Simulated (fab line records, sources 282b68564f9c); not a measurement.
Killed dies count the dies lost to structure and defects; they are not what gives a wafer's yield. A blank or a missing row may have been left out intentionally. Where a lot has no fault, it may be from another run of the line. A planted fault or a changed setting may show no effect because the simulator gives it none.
fab line records + flow ritCmos
record:
- lots: 14
- wafers: 42
- lastDay: 7
route steps=202 shown PSD@147
lots with no fault: from the same line, run without faults
startH: hours from the record's opening day to when the first of the lot's shown wafers began + waitH: how many hours have passed since the lot's step before this one + " same as the row above + L1.1+2: a single row standing in for several wafers + - value missing, or start not given + * or withheld: withheld + < > ~ a bound
route shown NAME@n: NAME is a module with steps in the file, n the number in the route of the first one + usual: mean/standard deviation taken from wafers without a fault + same: alike in all rows + chamber/n: place in a boat + sites: the reading at each site + _std_site: the values' standard deviation + _edge_site: mean of outer sites minus mean of inner sites + radiusMm: for every site, how far away it sits from the centre of the wafer + mask NAME#n: copy n + behind: the last tool/chamber to shape the wafer + hold: reason for holding the lot/hours on hold/outcome of the hold + device: which transistor (n, p or np) failed to switch + end of line: the tests these same wafers got at the end of their route + a step with no rows: only its recipe + killed: at the first sort, the dies lost to defects and structure; wafer yield is something else + map: a wafer's dies, marking killed ones x, the rest . and places with no die _
set.NAME: the setting the step ran with; set.NAME@STEP: the setting that earlier step ran with + model.NAME: the simulator's own value behind a step, which no gauge read
steps of the route over a sample of lots; a table a step, a row a wafer
== steps ==
step: RIT_PSD_DEVELOP_05
recipe:
- resist: NOVOLAK
- developTimeS: 50
- devTempC: 23
usual:
- chillPlateTempC: 23.00/0.13
- developTimeS: 50/0
| lot.wafer | tool          | chamber | startH | waitH | chillPlateTempC | developTimeS |
|-----------|---------------|---------|--------|-------|-----------------|--------------|
| L636.1    | lithoTrack-01 | 0       | 50     | -     | 22.84           | 50           |
| L636.3    | "             | 0       | "      | "     | 22.92           | 50           |
| L636.4    | "             | 0       | "      | "     | 22.88           | 50           |
| L638.1    | lithoTrack-02 | 0       | 60     | -     | 22.83           | 50           |
| L638.3    | "             | 0       | "      | "     | 22.76           | 50           |
| L638.6    | "             | 0       | "      | "     | 22.83           | 50           |
| L639.3    | lithoTrack-01 | 0       | 68     | -     | 22.89           | 50           |
| L639.4    | "             | 0       | "      | "     | 22.96           | 50           |
| L639.6    | "             | 0       | "      | "     | 22.83           | 50           |
| L640.1    | lithoTrack-01 | -       | 71     | -     | -               | -            |
| L640.4    | "             | -       | "      | "     | -               | -            |
| L640.5    | "             | -       | "      | "     | -               | -            |
| L641.2    | lithoTrack-02 | -       | 74     | -     | -               | -            |
| L641.3    | "             | -       | "      | "     | -               | -            |
| L641.5    | "             | -       | "      | "     | -               | -            |
| L649.2    | lithoTrack-01 | 0       | 117    | -     | 23.13           | 50           |
| L649.3    | "             | 0       | "      | "     | 22.91           | 50           |
| L649.4    | "             | 0       | "      | "     | 23.08           | 50           |
| L651.1    | lithoTrack-01 | 0       | 127    | -     | 23.08           | 50           |
| L651.3    | "             | 0       | "      | "     | 23.01           | 50           |
| L651.5    | "             | 0       | "      | "     | 23.08           | 50           |
| L652.1    | lithoTrack-01 | 0       | 134    | -     | 22.95           | 50           |
| L652.4    | "             | 0       | "      | "     | 22.97           | 50           |
| L652.5    | "             | 0       | "      | "     | 22.98           | 50           |
| L653.1    | lithoTrack-02 | 0       | 139    | -     | 22.98           | 50           |
| L653.4    | "             | 0       | "      | "     | 23.06           | 50           |
| L653.6    | "             | 0       | "      | "     | 22.96           | 50           |
| L654.3    | lithoTrack-01 | 0       | 141    | -     | 22.69           | 50           |
| L654.4    | "             | 0       | "      | "     | 22.86           | 50           |
| L654.5    | "             | 0       | "      | "     | 22.76           | 50           |
| L655.1    | lithoTrack-02 | 0       | 144    | -     | 23.13           | 50           |
| L655.2    | "             | 0       | "      | "     | 23.03           | 50           |
| L655.4    | "             | 0       | "      | "     | 22.96           | 50           |
| L656.1    | lithoTrack-01 | 0       | 154    | -     | 22.98           | 50           |
| L656.2    | "             | 0       | "      | "     | 22.93           | 50           |
| L656.5    | "             | 0       | "      | "     | 23.03           | 50           |
| L657.3    | lithoTrack-02 | 0       | 157    | -     | 23.07           | 50           |
| L657.4    | "             | 0       | "      | "     | 23.20           | 50           |
| L657.6    | "             | 0       | "      | "     | 23.08           | 50           |
| L659.2    | lithoTrack-01 | 0       | 168    | -     | 23.16           | 50           |
| L659.5    | "             | 0       | 169    | -     | 23.25           | 50           |
| L659.6    | "             | 0       | "      | "     | 23.14           | 50           |
== key ==
firstSign:
- step: RIT_PSD_DEVELOP_05
- reading: toolRecord
- direction: missing
effect none on later readings
metAt RIT_PSD_DEVELOP_05
struckLots L640,L641
sortLeftOut L640.1,L640.4,L640.5,L641.2,L641.3,L641.5
testerLeftOut L640,L641
onsetBetween 68 71
fault:
- kind: skippedStepWhole
- tool: lithoTrack-01,lithoTrack-02
- chamber: -
- onsetH: 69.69
- steps: RIT_PSD_DEVELOP_05
- scope: struckLotsOnly
testerLeftOut: of these lots the tester's yield and bins aren't shown, on N5 and GAA mostly nor the transistor test; their killed dies are dies lost to structure and defects alone, not to doping, threshold or leakage, so they don't give the yield
sortLeftOut: the simulated sort isn't trusted on such a fault, so these wafers' sort isn't shown, and their yield isn't known
